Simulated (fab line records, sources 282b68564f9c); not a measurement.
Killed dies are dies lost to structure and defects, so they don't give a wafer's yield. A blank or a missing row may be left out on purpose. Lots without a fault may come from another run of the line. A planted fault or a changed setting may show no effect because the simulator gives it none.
Problem report in the 8D (eight disciplines) form, filled by code | flow rit_cmos | the parts of the form that need people (team, actions taken, sign-off) are left out

1. THE PROBLEM
killed_at_M0_to_M3 at RIT_M1_PROBE_99 reads a mean of 29.0 on 3 wafers of 2 lots; wafers without a fault read 0.0 with a standard deviation of 0.12. That is +99 or more standard deviations from the usual mean.
First seen on wafer L837.2, day 6 06:11, on prober-01. The record holds 42 wafers of 14 lots with a number at this step. Rule for "out", or "out of limits": more than 4 standard deviations from the usual mean. The other wafers with a number count as sound.

2. WHAT IT IS AND WHAT IT IS NOT
question                    | is                                                                                                                            | is not
which readings at this step | killed_at_M0_to_M3, defect_limited_yield, killed_dies, sort_bin_3_pad_short, sort_bin_5_function, sort_n_pass, sort_yield_pct | killed_at_contacts, killed_at_front_end, killed_open, killed_short
which lots                  | L837, L840                                                                                                                    | L825, L826, L827, L828, L829, L832, L833, L841, L843, L844, L846, L847
which wafers of those lots  | L837.2, L840.1, L840.3                                                                                                        | L837.4, L837.5, L840.6
read on which tools         | prober-01, prober-02                                                                                                          | -
when                        | from day 6 06:11                                                                                                              | up to then (21 sound wafers); but 18 sound wafers of L837, L840, L841, L843, L844, L846, L847 came after

3. SUSPECTS, AND WHAT RULES EACH OUT
Counting: a tool at a process step up to the reading stays a suspect if it ran every lot that is out. Sound lots after the first of them don't rule it out here, since some wafers of a struck lot are sound.
- rie_metal-02 at RIT_M1_METAL_ETCH_12 (etches Al in Cl2/BCl3, stops on SiO2, time 165 s, target depth 600 nm): kept. It ran every lot that is out, first L837 (day 6 03:52); its last sound lot up to then is L828 (day 4 04:27).
- Within rie_metal-02 at RIT_M1_METAL_ETCH_12: the wafers that are out ran in chamber 0; their sound lot-mates ran in chamber 1.
Left after counting: rie_metal-02 at RIT_M1_METAL_ETCH_12.

4. THE CAUSE (what the simulator had put in)
Chamber particle source: rie_metal-02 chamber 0, from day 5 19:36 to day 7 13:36, at RIT_M1_METAL_ETCH_12. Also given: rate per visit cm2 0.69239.
Counting left only this tool.

5. THE CHAIN OF EFFECTS, in route order
Each row: a reading whose mean over the struck wafers that have a number lies more than 3 standard deviations from the usual. Only readings for which the record gives a usual standard deviation are gone through. hours: the time from each lot's start at the first step in this table that gives one to its start at this step, as a median over the lots. sigmas: the change in usual standard deviations.
hours | step            | reading              | usual  | on struck wafers | change | sigmas
0     | RIT_M1_PROBE_99 | defect_limited_yield | 97.5 % | 85.8             | -11.7  | -9.7
0     | RIT_M1_PROBE_99 | killed_at_M0_to_M3   | 0.0    | 29.0             | +29.0  | +99 or more
0     | RIT_M1_PROBE_99 | killed_dies          | 7      | 37               | +30    | +10
0     | RIT_M1_PROBE_99 | sort_bin_3_pad_short | 0.1 %  | 2.8              | +2.7   | +12
0     | RIT_M1_PROBE_99 | sort_bin_5_function  | 1.4 %  | 8.4              | +7.0   | +9.0
0     | RIT_M1_PROBE_99 | sort_n_pass          | 257    | 227              | -30    | -10
0     | RIT_M1_PROBE_99 | sort_yield_pct       | 97.5 % | 85.8             | -11.7  | -9.7
The process steps in it:
- RIT_M1_PROBE_99

6. WHAT WOULD HAVE CAUGHT IT SOONER
In this record the first reading out of limits was taken at day 6 06:11, 11 hours after the fault began at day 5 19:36.
Of the tool readings at RIT_M1_METAL_ETCH_12 for which the record gives a usual standard deviation, none was out on any struck wafer, so an alarm limit of 4 standard deviations on them would not have fired.
Of the lots that are out (2), L840 began RIT_M1_METAL_ETCH_12 on rie_metal-02 after day 6 06:11. A hold on the tool at that time would have spared it.
